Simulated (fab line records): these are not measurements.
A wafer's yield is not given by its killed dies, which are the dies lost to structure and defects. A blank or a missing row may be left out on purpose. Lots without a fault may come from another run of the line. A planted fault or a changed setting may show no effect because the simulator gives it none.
Check of tool commonality    flow rit cmos    14 lots and 42 wafers in the sample

WHAT PROMPTED THE OPENING
2 of 14 lots carry a flag on the reading PSD_TW at RIT_PSD_TW_MEAS_10. Fault-free wafers read 3428, with a standard deviation of 16.
Rule: a lot gets a flag if all its wafers with a number sit over 4 standard deviations from that mean, or if no wafer of it has a number. As for the other lots, they are considered sound.

lot   measured     on             PSD_TW, wafer by wafer  flag
L585  day 3 01:49  film metro-04  3403 3415 3393          
L588  day 3 16:37  film metro-04  3432 3426 3428          
L589  day 4 00:06  film metro-04  3406 3424 3442          
L590  day 4 02:54  film metro-02  3422 3434 3418          
L591  day 4 07:54  film metro-04  3454 3441 3442          
L592  day 4 11:34  film metro-04  3147 3164 3134          FLAGGED
L593  day 4 18:23  film metro-01  3142 3141 3135          FLAGGED
L594  day 5 00:58  film metro-04  3425 3408 3427          
L596  day 5 08:14  film metro-02  3429 3433 3400          
L601  day 6 13:34  film metro-04  3459 3470 3469          
L602  day 6 17:31  film metro-04  3423 3437 3440          
L606  day 7 20:46  film metro-01  3420 3422 3439          
L607  day 7 23:01  film metro-01  3416 3420 3427          
L608  day 8 10:34  film metro-01  3452 3434 3449          
Average over the flagged lots: 3144; offset from the usual -284, equal to -18 standard deviations.

TOOL THAT RAN EACH LOT
Before the reading, the record contains 2 process steps out of a 202-step route. Cell contents, in order: the tool; ch with the chambers the sampled wafers went through; the start.
lot   flag     RIT_PWELL_STRIP_09                   RIT_PSD_IMPLANT_08
L585           plasma asher-02 ch 0,1, day 1 23:34  implanter-01 ch 0, day 3 01:31
L588           plasma asher-01 ch 0,1, day 2 14:06  implanter-03 ch 0, day 3 16:19
L589           plasma asher-04 ch 0,1, day 2 21:14  implanter-03 ch 0, day 3 23:47
L590           plasma asher-02 ch 0,1, day 2 23:31  implanter-01 ch 0, day 4 02:34
L591           plasma asher-02 ch 0,1, day 3 05:55  implanter-04 ch 0, day 4 07:34
L592  FLAGGED  plasma asher-01 ch 0, day 3 09:16    implanter-03 ch 0, day 4 11:14
L593  FLAGGED  plasma asher-01 ch 1, day 3 15:58    implanter-03 ch 0, day 4 18:04
L594           plasma asher-04 ch 0,1, day 3 22:14  implanter-04 ch 0, day 5 00:40
L596           plasma asher-04 ch 0,1, day 4 05:46  implanter-04 ch 0, day 5 07:54
L601           plasma asher-04 ch 0,1, day 5 08:52  implanter-01 ch 0, day 6 13:14
L602           plasma asher-04 ch 0,1, day 5 14:16  implanter-04 ch 0, day 6 17:13
L606           plasma asher-04 ch 0,1, day 6 14:09  implanter-03 ch 0, day 7 20:26
L607           plasma asher-01 ch 0,1, day 6 17:34  implanter-01 ch 0, day 7 22:41
L608           plasma asher-04 ch 0,1, day 7 02:25  implanter-04 ch 0, day 8 10:14
What these steps do:
- RIT_PWELL_STRIP_09: strips in O2, time 180 s.
- RIT_PSD_IMPLANT_08
- RIT_PSD_TW_MEAS_10

FLAGGED OVER TOTAL, TOOL BY TOOL (the gauges that took the reading come last)
step                tool             lots run  flagged  share of the flagged lots  sound lots run after its first flagged lot
RIT_PWELL_STRIP_09  plasma asher-01  4         2        all                        1 (L607)
RIT_PWELL_STRIP_09  plasma asher-02  3         0        none                       -
RIT_PWELL_STRIP_09  plasma asher-04  7         0        none                       -
RIT_PSD_IMPLANT_08  implanter-01     4         0        none                       -
RIT_PSD_IMPLANT_08  implanter-03     5         2        all                        1 (L606)
RIT_PSD_IMPLANT_08  implanter-04     5         0        none                       -
RIT_PSD_TW_MEAS_10  film metro-01    4         1        some                       3 (L606,L607,L608)
RIT_PSD_TW_MEAS_10  film metro-02    2         0        none                       -
RIT_PSD_TW_MEAS_10  film metro-04    8         1        some                       3 (L594,L601,L602)

THE TABLE: WHAT IT ALLOWS
2 rows of the table ran every flagged lot: plasma asher-01 at RIT_PWELL_STRIP_09, implanter-03 at RIT_PSD_IMPLANT_08.
- plasma asher-01 at RIT_PWELL_STRIP_09 ran 4 lots, 2 of them flagged. After the first flagged lot (L607), sound lots still ran on it; a lasting fault on the whole tool would not permit that.
- implanter-03 at RIT_PSD_IMPLANT_08 ran 5 lots, 2 of them flagged. After the first flagged lot (L606), sound lots still ran on it; a lasting fault on the whole tool would not permit that. Its own readings lie more than 4 standard deviations out on every wafer of the flagged lots: beam energy keV.
No row of the table ran every flagged lot and no sound lot after the first.

WHAT HAD BEEN PUT IN BY THE SIMULATOR
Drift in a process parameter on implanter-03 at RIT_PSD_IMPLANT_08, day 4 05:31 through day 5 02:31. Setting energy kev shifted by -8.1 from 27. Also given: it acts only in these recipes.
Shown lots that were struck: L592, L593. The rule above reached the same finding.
